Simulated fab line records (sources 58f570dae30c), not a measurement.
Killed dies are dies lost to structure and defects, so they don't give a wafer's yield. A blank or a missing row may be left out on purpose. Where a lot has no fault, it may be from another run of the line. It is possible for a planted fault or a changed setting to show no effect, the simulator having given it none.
Which of the tools did it? :: flow berkeley cmos170 :: Sampling: 7 lots, 21 wafers, 2 of 331 route steps

WHAT EACH GAUGE READ, for each wafer
UCB170_PFIELD_TW_MEAS_09.
lot: L285
measured: day 4 21:50
on: film metro-04
PFIELD_TW: 597.9 598.9 597.8

lot: L288
measured: day 5 15:16
on: film metro-03
PFIELD_TW: 598.3 598.8 600.1

lot: L290
measured: day 6 04:40
on: film metro-04
PFIELD_TW: 601.2 598.8 597.1

lot: L297
measured: day 7 17:50
on: film metro-04
PFIELD_TW: 547.8 550.7 547.8

lot: L298
measured: day 8 14:20
on: film metro-03
PFIELD_TW: 548.6 552.2 550.1

lot: L304
measured: day 9 04:22
on: film metro-03
PFIELD_TW: 604.7 606.2 603.5

lot: L305
measured: day 9 15:37
on: film metro-03
PFIELD_TW: 604.0 605.3 602.3

TOOL THAT RAN EACH LOT (tool first, then ch and the chambers of the sampled wafers, then the start)
lot: L285
UCB170_PFIELD_IMPLANT_07: implanter-04 ch 0, day 4 21:36

lot: L288
UCB170_PFIELD_IMPLANT_07: implanter-02 ch 0, day 5 15:01

lot: L290
UCB170_PFIELD_IMPLANT_07: implanter-04 ch 0, day 6 04:26

lot: L297
UCB170_PFIELD_IMPLANT_07: implanter-02 ch 0, day 7 17:35

lot: L298
UCB170_PFIELD_IMPLANT_07: implanter-02 ch 0, day 8 14:05

lot: L304
UCB170_PFIELD_IMPLANT_07: implanter-01 ch 0, day 9 04:08

lot: L305
UCB170_PFIELD_IMPLANT_07: implanter-04 ch 0, day 9 15:23
- UCB170_PFIELD_IMPLANT_07

THE ANSWER, worked out from the rows above alone
Rule: what is usual is taken from the lots themselves. Put in order of their means at a reading, lots are off if they are a third of the lots or fewer, leave a main group of 4 or more, and stand apart from it by a gap of 3 or more times the standard deviation of the main group's means; of several such gaps the widest counts. A main group is skipped when, at the precision printed for the reading in the tables above, its means are all equal. A lot without any number at a reading at which 4 lots or more have one is off too. Any other lot the step has rows for is counted as sound.
Off: L297, L298, seen at UCB170_PFIELD_TW_MEAS_09 (PFIELD_TW). The main group has a mean of 601.0 with a standard deviation of 2.8.
A tool fits if, at a process step before that reading, it ran every lot that is off, and no sound lot after the first of them. Those tools and the gauges at UCB170_PFIELD_TW_MEAS_09 are tried in the same way. One candidate fits, namely implanter-02 at UCB170_PFIELD_IMPLANT_07. Its last sound lot is L288 (day 5 15:01), its first lot that is off L297 (day 7 17:35): a fault that began between those two fits.

WHAT HAD BEEN PUT IN BY THE SIMULATOR
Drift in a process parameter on implanter-02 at UCB170_PFIELD_IMPLANT_07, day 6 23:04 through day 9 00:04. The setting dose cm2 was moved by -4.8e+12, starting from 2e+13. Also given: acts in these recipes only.
Struck lots among those shown: L297, L298. The rule above reached the same finding.
